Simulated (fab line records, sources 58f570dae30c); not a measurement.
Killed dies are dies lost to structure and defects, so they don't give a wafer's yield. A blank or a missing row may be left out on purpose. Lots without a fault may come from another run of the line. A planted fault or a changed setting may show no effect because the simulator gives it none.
Split-lot experiment | flow berkeley_cmos170 | 5 lots, 23 wafers read, on a route of 331 steps

THE SPLIT
At UCB170_CONTACT_CVD_01 (deposits PSG from SiH4/O2/PH3, target thk 700 nm, time 2820 s), the setting o2_flow_sccm was moved away from the recipe's 90 sccm on 20 of the 23 wafers read, by -11.4% to +9.5%. The other wafers ran this setting at the recipe's value.

The file shows no step between the split and the reading.

THE READING
CONTACT_PSG_THK, in nm, at UCB170_CONTACT_THK_MEAS_02. Fault-free wafers of this fab line usually give 701 nm, standard deviation 6.1 nm.

wafer  | tool, chamber at the split | o2_flow_sccm as run, sccm | against the recipe | CONTACT_PSG_THK, nm | against lot-mates on the recipe
L075.1 | -, -                       | 93.94                     | +4.4%              | 708                 | no lot-mate on the recipe
L075.2 | -, -                       | 93.94                     | +4.4%              | 708                 | no lot-mate on the recipe
L075.3 | -, -                       | 93.94                     | +4.4%              | 709                 | no lot-mate on the recipe
L075.4 | -, -                       | 93.94                     | +4.4%              | 707                 | no lot-mate on the recipe
L075.5 | -, -                       | 93.94                     | +4.4%              | 705                 | no lot-mate on the recipe
L078.3 | lpcvd-01, 1                | 90                        | recipe             | 693                 | -
L078.5 | lpcvd-01, 1                | 90                        | recipe             | 694                 | -
L078.6 | lpcvd-01, 1                | 90                        | recipe             | 689                 | -
L079.2 | -, -                       | 79.76                     | -11.4%             | 664                 | no lot-mate on the recipe
L079.3 | -, -                       | 79.76                     | -11.4%             | 662                 | no lot-mate on the recipe
L079.4 | -, -                       | 79.76                     | -11.4%             | 666                 | no lot-mate on the recipe
L079.5 | -, -                       | 79.76                     | -11.4%             | 661                 | no lot-mate on the recipe
L079.6 | -, -                       | 79.76                     | -11.4%             | 663                 | no lot-mate on the recipe
L082.1 | -, -                       | 83.7                      | -7.0%              | 676                 | no lot-mate on the recipe
L082.2 | -, -                       | 83.7                      | -7.0%              | 680                 | no lot-mate on the recipe
L082.3 | -, -                       | 83.7                      | -7.0%              | 674                 | no lot-mate on the recipe
L082.4 | -, -                       | 83.7                      | -7.0%              | 674                 | no lot-mate on the recipe
L082.5 | -, -                       | 83.7                      | -7.0%              | 677                 | no lot-mate on the recipe
L084.2 | -, -                       | 98.53                     | +9.5%              | 737                 | no lot-mate on the recipe
L084.3 | -, -                       | 98.53                     | +9.5%              | 739                 | no lot-mate on the recipe
L084.4 | -, -                       | 98.53                     | +9.5%              | 732                 | no lot-mate on the recipe
L084.5 | -, -                       | 98.53                     | +9.5%              | 730                 | no lot-mate on the recipe
L084.6 | -, -                       | 98.53                     | +9.5%              | 736                 | no lot-mate on the recipe

THE FIT
A straight line over all 23 wafers: CONTACT_PSG_THK changes by +3.27 nm for each +1% of o2_flow_sccm; r = +0.98; the points scatter about the line by 5.1 nm.
Too few moved wafers have a lot-mate on the recipe to fit a line with each lot's own level taken away.

THE WHOLE CHAIN: every reading that the file lists as answering this split, in the file's order
step                       | what it does                                                  | reading                                                                       | change (the file's fit)              | r (the file's)
UCB170_CONTACT_CVD_01      | deposits PSG from SiH4/O2/PH3, target thk 700 nm, time 2820 s | PSG_of_CONTACT_CVD_01.thk_nm (the simulator's own value, which no gauge read) | +3.27 nm for each +1% of the setting | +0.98
UCB170_CONTACT_THK_MEAS_02 |                                                               | CONTACT_PSG_THK                                                               | +3.27 for each +1% of the setting    | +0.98

THE FILE'S OWN FIT
CONTACT_PSG_THK changes by +3.27 nm for each +1% of o2_flow_sccm, r = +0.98.
